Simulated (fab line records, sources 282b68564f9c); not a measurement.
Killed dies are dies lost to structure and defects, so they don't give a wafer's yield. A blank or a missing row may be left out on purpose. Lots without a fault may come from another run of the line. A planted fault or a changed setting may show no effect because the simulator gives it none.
fab line records | flow rit_cmos
record lots=14 wafers=42 last_day=7
route steps=202 shown NRETRO@56 M1@202
lots that met no fault: from a run of the same line without faults
start_h: hours from the record's first day to the start of the lot's first wafer shown | wait_h: hours since the lot's step before | " the same as in the row above | L1.1+2: a row that stands for several wafers | - no value, or no start given | * or withheld: withheld | < > ~ a bound
route shown NAME@n: a module of which the file shows steps, and the number in the route of the first | usual: mean/standard deviation of fault-free wafers | same: alike in all rows | chamber/n: place in a boat | sites: the reading at each site | _std_site: their standard deviation | _edge_site: outer sites' mean less inner sites' | radius_mm: how far each site lies from the wafer's centre | mask NAME#n: copy n | behind: the tool/chamber that last shaped the wafer | hold: why the lot was held/for how many hours/how that ended | device: the transistor (n, p or np) that didn't switch | end of line: the same wafers' tests at the end of the route | a step without rows: its recipe alone | killed: dies lost to structure and defects at the first sort, not the wafer's yield | map: a wafer's dies, x killed, . not, _ none there
set.NAME: the setting as run; set.NAME@STEP: as run at that earlier step | model.NAME: the simulator's own value behind a step, which no gauge read
steps of the route over a sample of lots; a table a step, a row a wafer
services: from which hour (start_h, from the record's first day; less than 0 if before it) a tool's chamber was out of use, for how many hours, and why
## steps
# step RIT_NRETRO_EXPOSE_03
# recipe mask_id=M4 na=0.57 target_cd_nm=43900 dose_mj=250
# columns lot.wafer tool chamber start_h wait_h mask
L475.2+3+6 iline_stepper-02 0 31.14 0.2 M4#0
L476.3+4+5 iline_stepper-01 0 37.10 0.2 M4#0
L477.1+3+4 iline_stepper-02 0 44.30 0.2 M4#0
L479.1+3+5 iline_stepper-02 0 57.34 0.1 M4#0
L480.3+4+6 iline_stepper-01 0 57.73 0.2 M4#0
L482.1+4+6 iline_stepper-01 0 65.42 0.2 M4#0
L483.1+3+5 iline_stepper-02 0 70.29 0.3 M4#0
L484.1+3+4 iline_stepper-02 0 76.10 0.1 M4#0
L485.3+5+6 iline_stepper-02 0 79.68 0.1 M4#0
L486.3+5+6 iline_stepper-01 0 83.97 0.2 M4#0
L487.2+3+5 iline_stepper-01 0 89.79 0.1 M4#0
L493.1+3+6 iline_stepper-02 0 120.17 0.2 M4#0
L496.1+3+6 iline_stepper-02 0 133.37 0.2 M4#0
L498.1+5+6 iline_stepper-01 0 143.55 0.2 M4#0
# step RIT_NRETRO_OVL_MEAS_06
# usual NRETRO_OVL=0.3/1.6
# columns lot.wafer tool chamber start_h wait_h NRETRO_OVL[nm]
L475.2 overlay-02 - 31.56 - 0.3
L475.3 " - " " 0.3
L475.6 " - " " 0.6
L476.3 overlay-02 - 37.51 - 0.5
L476.4 " - " " 0.1
L476.5 " - " " -1.5
L477.1 overlay-01 - 44.73 - 1.8
L477.3 " - " " 1.9
L477.4 " - " " 0.6
L479.1 overlay-02 - 57.77 - -0.4
L479.3 " - " " -1.5
L479.5 " - " " -1.0
L480.3 overlay-01 - 58.38 - 2.1
L480.4 " - " " 0.7
L480.6 " - " " 4.4
L482.1 overlay-01 - 65.85 - -0.6
L482.4 " - " " -1.7
L482.6 " - " " -1.4
L483.1 overlay-02 - 70.72 - -1.1
L483.3 " - " " -0.7
L483.5 " - " " 1.8
L484.1 overlay-01 - 76.53 - 0.1
L484.3 " - " " -0.1
L484.4 " - " " 0.0
L485.3 overlay-02 - 80.09 - 2.1
L485.5 " - " " -2.0
L485.6 " - " " -2.1
L486.3 overlay-01 - 84.38 - 1.6
L486.5 " - " " 1.7
L486.6 " - " " -0.2
L487.2 overlay-02 - 90.21 - 4.2
L487.3 " - " " 4.0
L487.5 " - " " 1.9
L493.1 overlay-01 - 120.60 - -5.6
L493.3 " - " " -5.5
L493.6 " - " " -4.7
L496.1 overlay-02 - 133.80 - -5.0
L496.3 " - " " -2.9
L496.6 " - " " -4.0
L498.1 overlay-01 - 143.98 - 0.9
L498.5 " - " " 1.4
L498.6 " - " " -0.3
# step RIT_M1_PROBE_99
# usual killed_at_M0_to_M3=0.0/0.14 killed_at_contacts=0.1/0.29 killed_at_front_end=7/3 killed_dies=8/3 killed_open=3.7/2 killed_short=3.8/2.1
# same gross_dies=264 killed_at_M4_up=0 killed_at_back_side=0 killed_at_other=0
# columns lot.wafer tool chamber start_h wait_h killed_at_M0_to_M3 killed_at_contacts killed_at_front_end killed_dies killed_open killed_short
L482.1 prober-02 - 93.92 0.1 0 0 10 10 7 3
L482.4 prober-02 - 94.07 0.2 0 0 4 4 2 2
L482.6 prober-02 - 94.17 0.2 0 0 5 5 3 2
# killed by level:class
L482.1 FOX1:geometric_particle:open=2 REOX:geometric_particle:short=2 SILICIDE:geometric_particle:open=2 FOX1:geometric_particle:short=1 FOX2:geometric_particle:open=1 GATE:geometric_particle:open=1 SPACER:geometric_particle:open=1
L482.4 SPACER:geometric_particle:open=2 GATE:geometric_particle:short=1 REOX:geometric_particle:short=1
L482.6 FOX1:geometric_particle:short=1 GATE:geometric_particle:open=1 REOX:geometric_particle:open=1 SPACER:geometric_particle:short=1 SPACER:geometric_particle:open=1
## services
# columns tool chamber start_h hours kind
iline_stepper-02 - 17.66 1.7 pm
iline_stepper-02 0 48.47 - calibration
iline_stepper-02 - 63.82 2.4 repair
iline_stepper-01 - 69.80 1.7 pm
iline_stepper-02 - 106.40 6.0 repair
iline_stepper-01 0 122.01 - calibration
## key
first_sign step=RIT_NRETRO_OVL_MEAS_06 reading=NRETRO_OVL direction=down sigmas=3.2 usual=0.3 struck=-4.6
effect none on later readings
met_at RIT_NRETRO_EXPOSE_03
struck_lots L493,L496
tester_left_out L493,L496
onset_between 79.68 120.17
fault kind=process_parameter_drift tool=iline_stepper-02 chamber=- onset_h=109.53 steps=RIT_NRETRO_EXPOSE_03 channel=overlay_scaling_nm offset=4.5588 shape=step end_h=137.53
# tester_left_out: of these lots the tester's yield and bins aren't shown, on N5 and GAA mostly nor the transistor test; their killed dies are dies lost to structure and defects alone, not to doping, threshold or leakage, so they don't give the yield
